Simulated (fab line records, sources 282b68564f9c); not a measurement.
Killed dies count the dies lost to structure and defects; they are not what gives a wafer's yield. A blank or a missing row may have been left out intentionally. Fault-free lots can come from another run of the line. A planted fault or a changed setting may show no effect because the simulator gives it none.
Problem report in the 8D (eight disciplines) form, filled by code + flow rit cmos + the parts of the form that need people (team, actions taken, sign-off) are left out

1. PROBLEM STATEMENT
At RIT_PLDD_STRIP_09, o2 flow sccm averages 2006 sccm over 6 wafers from 2 lots, while fault-free wafers read 4004 sccm, standard deviation 12. That is -99 or more standard deviations from the usual mean.
The step: strips in O2, time 180 s.
First observed at day 4 23:08: wafer L865.1, on plasma asher-01. The record holds 42 wafers of 14 lots with a number at this step. Rule for "out", or "out of limits": more than 4 standard deviations from the usual mean. Any other wafer with a number is counted as sound.

2. WHAT THIS IS AND IS NOT
| question                    | is                     | is not                                                                                       |
|-----------------------------|------------------------|----------------------------------------------------------------------------------------------|
| which readings at this step | o2 flow sccm           | drypump motor current A                                                                      |
| which lots                  | L865, L866             | L855, L856, L857, L858, L859, L860, L862, L873, L874, L875, L877, L878                       |
| which wafers of those lots  | all that have a number | -                                                                                            |
| read on which tools         | plasma asher-01        | plasma asher-03, plasma asher-04                                                             |
| when                        | from day 4 23:08       | up to then (21 sound wafers); but 15 sound wafers of L873, L874, L875, L877, L878 came after |

3. SUSPECTS, AND WHAT RULES EACH OUT
Counting: a tool at a process step up to the reading stays a suspect if it ran every lot that is out and no sound lot after the first of them.
- plasma asher-01 at RIT_PLDD_STRIP_09 (strips in O2, time 180 s): kept. All lots that are out passed through it, beginning with L865 at day 4 23:08, and no sound lot followed; its final sound lot before that point was L862 at day 4 07:10. Its own o2 flow sccm readings are out on those wafers.
After counting, what remains is plasma asher-01 at RIT_PLDD_STRIP_09.

4. THE CAUSE (what the simulator had put in)
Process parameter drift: plasma asher-01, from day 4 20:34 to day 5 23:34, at RIT_PLDD_STRIP_09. The setting o2 flow sccm was moved by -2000, starting from 4000. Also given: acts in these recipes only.
This tool alone remained once counting was done.

5. THE EFFECT CHAIN, in route order
One row per reading whose mean, taken over the struck wafers that have a number, lies over 3 standard deviations from the usual. Only readings for which the record gives a usual standard deviation are gone through. hours: the time from each lot's start at the first step in this table that gives one to its start at this step, as a median over the lots. sigmas: the change in usual standard deviations.
| hours | step              | reading      | usual     | on struck wafers | change | sigmas      |
|-------|-------------------|--------------|-----------|------------------|--------|-------------|
| 0     | RIT_PLDD_STRIP_09 | o2 flow sccm | 4004 sccm | 2006             | -1998  | -99 or more |
Its process steps:
- RIT_PLDD_STRIP_09: strips in O2, time 180 s.

6. WHAT WOULD HAVE CAUGHT IT SOONER
3 hours passed between the start of the fault at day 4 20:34 and the first reading out of limits in this record, taken at day 4 23:08.
